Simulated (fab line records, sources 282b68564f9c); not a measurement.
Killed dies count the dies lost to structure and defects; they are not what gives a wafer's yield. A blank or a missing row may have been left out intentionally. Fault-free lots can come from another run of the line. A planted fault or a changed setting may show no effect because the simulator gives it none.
The tool behind it: which one? -- flow rit_cmos -- 21 wafers from 7 lots sampled at 3 of the route's 202 steps

WHAT THE GAUGES SHOWED, per wafer
RIT_PLDD_TW_MEAS_10.
lot,measured,on,PLDD_TW
L956,day 3 01:11,film_metro-03,2372 2393 2372
L958,day 3 11:55,film_metro-02,2388 2394 2387
L960,day 3 21:19,film_metro-03,2371 2385 2380
L966,day 5 04:09,film_metro-03,2605 2607 2617
L968,day 5 17:25,film_metro-04,2640 2637 2634
L974,day 6 20:40,film_metro-03,2388 2373 2373
L976,day 7 05:23,film_metro-03,2385 2397 2391

EACH LOT AND THE TOOL THAT RAN IT (in order: tool; ch and the chambers of the sampled wafers; start)
lot,RIT_NLDD_STRIP_09,RIT_PLDD_IMPLANT_08
L956,"plasma_asher-04 ch 0,1, day 2 23:35","implanter-01 ch 0, day 3 00:53"
L958,"plasma_asher-02 ch 0,1, day 3 10:12","implanter-03 ch 0, day 3 11:36"
L960,"plasma_asher-02 ch 0,1, day 3 19:44","implanter-02 ch 0, day 3 21:00"
L966,"plasma_asher-04 ch 0,1, day 5 02:34","implanter-02 ch 0, day 5 03:50"
L968,"plasma_asher-03 ch 0,1, day 5 15:48","implanter-02 ch 0, day 5 17:06"
L974,"plasma_asher-04 ch 0, day 6 18:43","implanter-03 ch 0, day 6 20:21"
L976,"plasma_asher-04 ch 0,1, day 7 03:42","implanter-03 ch 0, day 7 05:07"
- RIT_NLDD_STRIP_09: strips in O2, time 180 s.
- RIT_PLDD_IMPLANT_08

THE ANSWER, worked out from the rows above alone
Rule: what is usual is taken from the lots themselves. Put in order of their means at a reading, lots are off if they are a third of the lots or fewer, leave a main group of 4 or more, and stand apart from it by a gap of 3 or more times the standard deviation of the main group's means; of several such gaps the widest counts. The tables above print the reading to a certain number of digits; a main group whose means all agree to those digits is not used. A lot without any number at a reading at which 4 lots or more have one is off too. All remaining lots with rows at the step are treated as sound.
Off: L966, L968, at RIT_PLDD_TW_MEAS_10 (PLDD_TW). Main group: mean 2383, sd 5.8.
A tool fits if, at a process step before that reading, it ran every lot that is off, and no sound lot after the first of them. Those tools and the gauges at RIT_PLDD_TW_MEAS_10 are tried in the same way. One candidate fits, namely implanter-02 at RIT_PLDD_IMPLANT_08. A fault onset in the window from L960 (day 3 21:00, its last sound lot) to L966 (day 5 03:50, its first lot off) fits.

WHAT THE SIMULATOR HAD PUT IN
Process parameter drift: implanter-02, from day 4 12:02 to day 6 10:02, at RIT_PLDD_IMPLANT_08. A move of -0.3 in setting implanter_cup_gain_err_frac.
Shown lots that were struck: L966, L968. This agrees with what the rule above found.
